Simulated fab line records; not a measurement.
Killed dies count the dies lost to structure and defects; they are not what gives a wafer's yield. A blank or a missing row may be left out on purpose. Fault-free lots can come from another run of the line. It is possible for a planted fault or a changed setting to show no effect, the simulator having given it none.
Which of the tools did it? | flow berkeley_cmos170 | 42 wafers from 14 lots sampled at 5 of the route's 331 steps

## WHAT THE GAUGES READ, wafer by wafer
UCB170_NWELL_THK_MEAS_05.
lot  | measured    | on            | NWELL_NITRIDE_THK (nm)
L400 | day 2 12:52 | film_metro-04 | 223.6 222.8 222.7
L401 | day 3 02:08 | film_metro-04 | 222.7 223.8 222.3
L402 | day 3 02:10 | film_metro-02 | 226.0 227.5 226.2
L403 | day 3 02:08 | film_metro-03 | 225.5 223.5 223.7
L404 | day 3 22:02 | film_metro-04 | 225.0 224.0 225.0
L405 | day 3 22:05 | film_metro-04 | 220.7 220.6 222.0
L406 | day 4 08:35 | film_metro-04 | 221.7 222.3 222.4
L408 | day 4 15:46 | film_metro-03 | 236.4 236.7 237.0
L409 | day 4 15:46 | film_metro-02 | 232.8 232.6 233.6
L410 | day 4 23:08 | film_metro-03 | 221.7 226.0 223.4
L411 | day 4 23:08 | film_metro-04 | 222.9 222.6 225.6
L413 | day 5 11:53 | film_metro-04 | 225.1 227.7 227.5
L420 | day 6 21:43 | film_metro-03 | 224.4 225.3 226.8
L421 | day 6 21:43 | film_metro-04 | 227.9 227.8 225.9

UCB170_GATE_CD_MEAS_12: the cd target is 350 nm.
lot  | measured     | on        | cd_nm (nm)
L400 | day 7 14:32  | cd_sem-02 | 351.7 352.0 350.8
L401 | day 7 19:18  | cd_sem-01 | 349.7 350.2 348.8
L402 | day 7 19:03  | cd_sem-02 | 350.1 350.3 351.0
L403 | day 7 19:44  | cd_sem-02 | 348.3 348.0 348.3
L404 | day 9 05:51  | cd_sem-01 | 347.1 349.4 348.7
L405 | day 9 06:22  | cd_sem-02 | 347.2 348.0 347.2
L406 | day 9 06:05  | cd_sem-01 | 351.2 350.3 350.2
L408 | day 9 15:14  | cd_sem-01 | 349.9 349.1 350.0
L409 | day 9 15:05  | cd_sem-01 | 349.6 349.2 349.6
L410 | day 9 15:06  | cd_sem-02 | 348.0 347.5 346.1
L411 | day 9 14:55  | cd_sem-02 | 347.1 347.5 348.7
L413 | day 10 21:59 | cd_sem-01 | 348.5 348.9 349.0
L420 | day 11 16:22 | cd_sem-01 | 350.9 351.3 351.9
L421 | day 11 16:14 | cd_sem-01 | 351.6 351.8 350.3

UCB170_NLDD_OVL_MEAS_07.
lot  | measured     | on         | NLDD_OVL (nm)
L400 | day 7 20:20  | overlay-01 | 3 4 -1
L401 | day 7 22:49  | overlay-02 | 5 1 5
L402 | day 7 22:26  | overlay-01 | 2 6 6
L403 | day 7 23:08  | overlay-01 | 6 2 4
L404 | day 9 10:12  | overlay-01 | 5 2 5
L405 | day 9 11:11  | overlay-01 | -1 2 3
L406 | day 9 10:31  | overlay-02 | 3 0 6
L408 | day 9 18:58  | overlay-01 | 10 1 -6
L409 | day 9 18:53  | overlay-02 | 8 8 9
L410 | day 9 18:46  | overlay-02 | 10 4 3
L411 | day 9 18:37  | overlay-02 | 11 16 5
L413 | day 11 03:08 | overlay-01 | 10 10 8
L420 | day 11 20:31 | overlay-02 | 5 0 4
L421 | day 11 20:15 | overlay-01 | -1 -5 4

UCB170_NLDD_TW_MEAS_11.
lot  | measured     | on            | NLDD_TW
L400 | day 7 20:46  | film_metro-01 | 2213 2204 2195
L401 | day 7 23:15  | film_metro-03 | 2201 2211 2206
L402 | day 7 22:52  | film_metro-01 | 2206 2207 2216
L403 | day 7 23:34  | film_metro-02 | 2204 2212 2198
L404 | day 9 10:38  | film_metro-03 | 2217 2218 2228
L405 | day 9 11:37  | film_metro-02 | 2195 2210 2200
L406 | day 9 10:57  | film_metro-01 | 2187 2203 2195
L408 | day 9 19:35  | film_metro-01 | 2184 2183 2196
L409 | day 9 19:22  | film_metro-03 | 2209 2210 2218
L410 | day 9 19:17  | film_metro-01 | 2191 2191 2190
L411 | day 9 19:03  | film_metro-03 | 2235 2210 2211
L413 | day 11 03:35 | film_metro-01 | 2211 2203 2207
L420 | day 11 21:01 | film_metro-01 | 2213 2208 2207
L421 | day 11 20:44 | film_metro-02 | 2205 2205 2211

## WHAT TOOL EACH LOT RAN ON (gives the tool, then ch and the chambers of the sampled wafers, and finally the start)
lot  | UCB170_NWELL_CVD_04
L400 | lpcvd-01 ch 1, day 2 10:56
L401 | lpcvd-02 ch 0, day 3 00:11
L402 | lpcvd-02 ch 1, day 3 00:11
L403 | lpcvd-02 ch 0, day 3 00:11
L404 | lpcvd-02 ch 0, day 3 20:05
L405 | lpcvd-02 ch 1, day 3 20:05
L406 | lpcvd-02 ch 0, day 4 06:35
L408 | lpcvd-02 ch 1, day 4 12:51
L409 | lpcvd-02 ch 1, day 4 12:51
L410 | lpcvd-01 ch 0, day 4 21:12
L411 | lpcvd-01 ch 1, day 4 21:12
L413 | lpcvd-01 ch 1, day 5 09:57
L420 | lpcvd-01 ch 0, day 6 19:47
L421 | lpcvd-01 ch 0, day 6 19:47
- UCB170_NWELL_CVD_04: deposits Si3N4 from SiH2Cl2/NH3, target thk 224 nm, time 3360 s.

## AS READ BY THE TOOLS THEMSELVES (means over the sampled wafers that have a number; for cases with no such wafer, the mark the record gives instead)
UCB170_NWELL_CVD_04.
lot  | tool     | sih2cl2_flow_sccm (sccm) | spike_tc_centre_C (C) | susceptor_temp_C (C)
L400 | lpcvd-01 | 24.95                    | 802.3                 | 799.9
L401 | lpcvd-02 | 25.00                    | 801.7                 | 800.0
L402 | lpcvd-02 | 25.09                    | 802.4                 | 800.1
L403 | lpcvd-02 | 25.07                    | 801.1                 | 800.3
L404 | lpcvd-02 | 25.04                    | 802.2                 | 800.2
L405 | lpcvd-02 | 25.05                    | 802.4                 | 800.0
L406 | lpcvd-02 | 24.94                    | 801.3                 | 799.9
L408 | lpcvd-02 | 30.06                    | 803.2                 | 800.1
L409 | lpcvd-02 | 29.92                    | 802.2                 | 800.1
L410 | lpcvd-01 | 25.03                    | 802.3                 | 800.6
L411 | lpcvd-01 | 25.03                    | 802.9                 | 799.8
L413 | lpcvd-01 | 25.08                    | 802.3                 | 799.8
L420 | lpcvd-01 | 25.00                    | 801.1                 | 799.7
L421 | lpcvd-01 | 24.95                    | 802.1                 | 799.8

## THE ANSWER, worked out from the rows above alone
Rule: the usual values come from the lots themselves. The widest of any qualifying gaps counts: lots, ordered by their means at a reading, are off when they make up no more than a third of the lots, leave a main group of 4 or more, and stand apart from it by 3 or more times the standard deviation of that group's means. A main group is skipped when, at the precision printed for the reading in the tables above, its means are all equal. A lot without any number at a reading at which 4 lots or more have one is off too. All remaining lots with rows at the step are treated as sound. First the gauges in route order, then the tools' own readings, where a lot's mean is used as printed above. At the first step where some lot is off, the reading lying furthest off is the one used; lots without a number count as furthest.
Off: L408, L409, seen at UCB170_NWELL_THK_MEAS_05 (NWELL_NITRIDE_THK). The main group has a mean of 224.3 nm with a standard deviation of 1.8.
If a tool, at a process step before that reading, ran all the lots that are off and no sound lot after the first of them, it fits. The gauges at UCB170_NWELL_THK_MEAS_05 aren't tried: what is off there is off at UCB170_NWELL_CVD_04 too, on other tools, and a gauge's error can't cause that. One fits: UCB170_NWELL_CVD_04 on lpcvd-02. A fault onset in the window from L406 (day 4 06:35, its last sound lot) to L408 (day 4 12:51, its first lot off) fits.
On the lots that are off, the tool's own readings at UCB170_NWELL_CVD_04 differ by more than 5 times the standard deviation of the sound lots' means, which bears it out; sih2cl2_flow_sccm reads 29.99 sccm there versus 25.02 sccm on the sound lots.

## WHAT WAS PUT IN BY THE SIMULATOR
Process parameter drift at UCB170_NWELL_CVD_04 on lpcvd-02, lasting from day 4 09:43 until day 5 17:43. The setting sih2cl2_flow_sccm was moved by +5, starting from 25. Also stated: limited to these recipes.
Struck lots among those shown: L408, L409. The rule given above showed the same thing.
